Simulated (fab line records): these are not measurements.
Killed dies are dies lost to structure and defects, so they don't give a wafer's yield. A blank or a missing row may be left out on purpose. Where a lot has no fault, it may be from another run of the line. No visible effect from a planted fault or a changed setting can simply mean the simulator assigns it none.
fab line records + flow rit-cmos
[record]
- lots = 14
- wafers = 42
- last-day = 7
route steps=202 shown ACTIVE@2
lots untouched by any fault: they come from a run of this same line in which no faults occurred
start-h: hours from the record's opening day to when the first of the lot's shown wafers began + wait-h: hours since the lot's step before + " repeats the value in the row above + L1.1+2: one row covering several wafers at once + - no value present, or no start provided + * or withheld: withheld + < > ~ a bound
route shown NAME@n: names a module that has steps shown in the file, with the first one's number in the route + usual: average and standard deviation across the fault-free wafers + same: alike in all rows + chamber/n: place in a boat + sites: the reading at each site + _std_site: how widely they spread, as a standard deviation + _edge_site: inner sites' mean taken away from outer sites' mean + radius-mm: how far each site lies from the wafer's centre + mask NAME#n: copy n + behind: the most recent tool/chamber to have shaped the wafer + hold: what put the lot on hold/how long, in hours/how the hold closed + device: names the non-switching transistor (n, p or np) + end of line: tests of these same wafers at the route's end + a step given without rows: its recipe and nothing more + killed: dies lost to structure and defects at the first sort, not the wafer's yield + map: a wafer's dies, x killed, . not, _ none there
set.NAME: the setting the step ran with; set.NAME@STEP: the setting that earlier step ran with + model.NAME: the simulator's own value behind a step, which no gauge read
a sample of lots followed through the steps of the route, with each step as a table and each wafer as a row
services: a tool's chamber out of use, with start hour (start-h, from the record's first day; less than 0 if before it), hours out, and reason
[[steps]]
[step RIT_ACTIVE_OXIDATION_01]
[recipe]
- temp-c = 1000
- ambient = O2
- target-thk-a = 468
- ox-time-s = 3360
[usual]
- ox-temp-c = 1000.0/0.49
- ox-temp-c-max = 1005.3/1.1
- tube_center_temp_C_max = 1002.5/0.45
| lot.wafer | tool       | chamber | start-h | wait-h | ox-temp-c | ox-temp-c-max | tube_center_temp_C_max |
|-----------|------------|---------|---------|--------|-----------|---------------|------------------------|
| L915.2    | furnace-03 | 0       | 10.12   | 0.1    | 999.8     | 1005.3        | 1003.8                 |
| L915.5    | "          | 0       | "       | "      | 999.8     | 1005.5        | 1002.6                 |
| L915.6    | "          | 0       | "       | "      | 999.4     | 1005.2        | 1002.9                 |
| L916.2    | furnace-01 | 0       | 15.12   | 0.1    | 1000.2    | 1005.0        | 1002.8                 |
| L916.3    | "          | 0       | "       | "      | 1000.6    | 1005.5        | 1002.8                 |
| L916.5    | "          | 0       | "       | "      | 1000.4    | 1005.5        | 1003.2                 |
| L917.2    | furnace-01 | 0       | 20.12   | 0.1    | 1001.0    | 1005.0        | 1002.4                 |
| L917.3    | "          | 0       | "       | "      | 1000.6    | 1006.3        | 1003.1                 |
| L917.6    | "          | 0       | "       | "      | 1000.4    | 1005.0        | 1002.3                 |
| L918.2    | furnace-04 | 0       | 25.12   | 0.1    | 1001.0    | 1006.0        | 1002.4                 |
| L918.4    | "          | 0       | "       | "      | 1000.2    | 1003.9        | 1002.3                 |
| L918.5    | "          | 0       | "       | "      | 999.7     | 1003.9        | 1002.7                 |
| L927.1    | furnace-04 | -       | 70.20   | 0.2    | -         | -             | -                      |
| L927.3    | "          | -       | "       | "      | -         | -             | -                      |
| L927.5    | "          | -       | "       | "      | -         | -             | -                      |
| L928.3    | furnace-01 | -       | 75.12   | 0.1    | -         | -             | -                      |
| L928.4    | "          | -       | "       | "      | -         | -             | -                      |
| L928.5    | "          | -       | "       | "      | -         | -             | -                      |
| L930.1    | furnace-04 | 0       | 85.12   | 0.1    | 999.7     | 1005.3        | 1002.4                 |
| L930.5    | "          | 0       | "       | "      | 999.3     | 1003.2        | 1002.2                 |
| L930.6    | "          | 0       | "       | "      | 998.9     | 1003.4        | 1002.6                 |
| L931.2    | furnace-01 | 0       | 90.12   | 0.1    | 1000.5    | 1006.1        | 1002.5                 |
| L931.3    | "          | 0       | "       | "      | 999.3     | 1004.3        | 1002.7                 |
| L931.6    | "          | 0       | "       | "      | 1000.4    | 1007.5        | 1002.5                 |
| L932.1    | furnace-04 | 0       | 95.12   | 0.1    | 1000.3    | 1005.0        | 1002.6                 |
| L932.2    | "          | 0       | "       | "      | 999.9     | 1004.4        | 1004.8                 |
| L932.6    | "          | 0       | "       | "      | 999.9     | 1003.8        | 1002.7                 |
| L933.2    | furnace-03 | 0       | 100.12  | 0.1    | 999.3     | 1005.4        | 1002.5                 |
| L933.5    | "          | 0       | "       | "      | 999.9     | 1004.3        | 1003.0                 |
| L933.6    | "          | 0       | "       | "      | 999.2     | 1006.4        | 1003.0                 |
| L934.1    | furnace-01 | 0       | 105.12  | 0.1    | 999.8     | 1005.0        | 1002.1                 |
| L934.3    | "          | 0       | "       | "      | 1000.5    | 1004.9        | 1002.9                 |
| L934.5    | "          | 0       | "       | "      | 999.8     | 1005.0        | 1002.3                 |
| L936.3    | furnace-03 | 0       | 115.12  | 0.1    | 999.7     | 1004.6        | 1002.4                 |
| L936.5    | "          | 0       | "       | "      | 1000.4    | 1006.0        | 1002.4                 |
| L936.6    | "          | 0       | "       | "      | 999.3     | 1004.4        | 1002.5                 |
| L937.1    | furnace-03 | 0       | 120.12  | 0.1    | 1000.3    | 1005.6        | 1002.4                 |
| L937.3    | "          | 0       | "       | "      | 999.8     | 1004.6        | 1002.0                 |
| L937.4    | "          | 0       | "       | "      | 1000.4    | 1007.8        | 1003.0                 |
| L938.3    | furnace-04 | 0       | 125.12  | 0.1    | 999.6     | 1004.0        | 1002.9                 |
| L938.4    | "          | 0       | "       | "      | 999.0     | 1003.2        | 1002.9                 |
| L938.6    | "          | 0       | "       | "      | 999.6     | 1004.1        | 1002.2                 |
[[services]]
| tool       | chamber | start-h | hours | kind   |
|------------|---------|---------|-------|--------|
| furnace-04 | -       | 20.23   | 3.5   | pm     |
| furnace-04 | -       | 27.67   | 14.6  | repair |
| furnace-03 | -       | 34.33   | 3.5   | pm     |
| furnace-04 | -       | 42.24   | 1.9   | pm     |
[[key]]
[first-sign]
- step = RIT_ACTIVE_OXIDATION_01
- reading = tool-record
- direction = missing
effect none on later readings
met-at RIT_ACTIVE_OXIDATION_01
struck-lots L927,L928
later-rows-left-out L927.1,L927.3,L927.5,L928.3,L928.4,L928.5
sort-left-out L927.1,L927.3,L927.5,L928.3,L928.4,L928.5
tester-left-out L927,L928
onset-between 25.12 70.20
[fault]
- kind = skipped-step-whole
- tool = furnace-01,furnace-04
- chamber = -
- onset-h = 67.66
- steps = RIT_ACTIVE_OXIDATION_01
- scope = struck-lots-only
// tester-left-out: of these lots the tester's yield and bins aren't shown, on N5 and GAA mostly nor the transistor test; their killed dies are dies lost to structure and defects alone, not to doping, threshold or leakage, so they don't give the yield
// sort-left-out: the simulated sort isn't trusted on such a fault, so these wafers' sort isn't shown, and their yield isn't known
// later-rows-left-out: the simulator's readings of these wafers behind a module that went badly wrong aren't trusted and aren't shown, but for the sort
